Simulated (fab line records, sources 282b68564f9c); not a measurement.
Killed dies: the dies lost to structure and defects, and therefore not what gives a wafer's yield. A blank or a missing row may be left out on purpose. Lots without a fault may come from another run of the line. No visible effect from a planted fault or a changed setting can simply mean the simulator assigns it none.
A struck lot beside a sound one || flow rit cmos || 15 steps out of a route of 202
Sound: the wafers L588.1, L588.3, L588.6. Wafers struck: L592.3, L592.4, L592.6. The cause is given at the end.
Order at every step that has rows: each side's tool, ch and its chambers, its first start. Under that, the readings that differ: sound wafers || struck wafers || difference of the means || sigmas: that difference in standard deviations of wafers without a fault.
alike: a reading whose means differ by less than 2 such deviations, as well as words and numbers matching on both sides. not compared: withheld readings; readings where some wafer has no value; bounds like >300 that might hide an equal value; numbers whose values overlap and for which the record gives no deviation.
The two part at a step that has a row with sigmas, a row that says differs or no value, or rows on one side only. Non-overlapping numbers with no deviation appear without sigmas and do not part them. Lack of a reading on every wafer of one side parts them only where that side has two or more wafers.

first, 5 steps without rows for these wafers: RIT_NWELL_COAT_01 (resist thk 1300 nm); RIT_NWELL_SOFTBAKE_02 (time 60 s); RIT_NWELL_EXPOSE_03 (exposes mask M2, target cd 43900 nm); RIT_NWELL_PEB_04; RIT_NWELL_DEVELOP_05 (develop time 68 s).
RIT_NWELL_OVL_MEAS_06:
  struck on overlay-01, day 4 02:23; sound on overlay-01, day 3 12:15
  alike: NWELL_OVL
then, 2 steps without rows for these wafers: RIT_NWELL_HARDBAKE_07 (time 120 s); RIT_NWELL_IMPLANT_08.
RIT_NWELL_STRIP_09: strips in O2, time 180 s.
  sound on plasma asher-03 ch 0,1, day 3 12:41; struck on plasma asher-03 ch 0,1, day 4 03:06
  alike: drypump motor current A
  not compared: rf hours counter h
RIT_NWELL_TW_MEAS_10:
  struck on film metro-01, day 4 03:14; sound on film metro-03, day 3 12:52
  alike: NWELL_TW
then, 2 steps without rows for these wafers: RIT_PWELL_HMDS_00 (prime time 60 s); RIT_PWELL_COAT_01 (resist thk 1300 nm).
RIT_PWELL_SOFTBAKE_02: time 60 s.
  sound on litho track-01 ch 0, day 3 13:13; struck on litho track-01 ch 0, day 4 03:37
{"reading": "heater power total W (W)", "sound": "34.56 34.54 34.53", "struck": "36.68 36.65 36.61", "difference": "+2.10", "sigmas": "+45"}
{"reading": "run length s (s)", "sound": "88.96 89.14 89.01", "struck": "77.66 77.64 77.69", "difference": -11.37, "sigmas": -44}
then, 1 step without rows for these wafers: RIT_PWELL_EXPOSE_03 (exposes mask M3, target cd 43700 nm).
RIT_M1_PROBE_99:
  struck on prober-01, day 5 17:11; sound on prober-01, day 5 02:34
{"reading": "killed at front end", "sound": "15 13 13", "struck": "5 11 5", "difference": -7, "sigmas": -2}
{"reading": "killed dies", "sound": "15 13 13", "struck": "5 11 5", "difference": -7, "sigmas": -2}
{"reading": "killed open", "sound": "10 10 10", "struck": "4 6 3", "difference": -6, "sigmas": -3}
  alike: killed short

## WHERE THEY PART
At RIT_PWELL_SOFTBAKE_02 first; at RIT_M1_PROBE_99 last (within this record only).

WHY: what the simulator had put in
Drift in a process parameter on litho track-01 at RIT_PWELL_SOFTBAKE_02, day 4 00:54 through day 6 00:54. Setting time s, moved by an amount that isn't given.
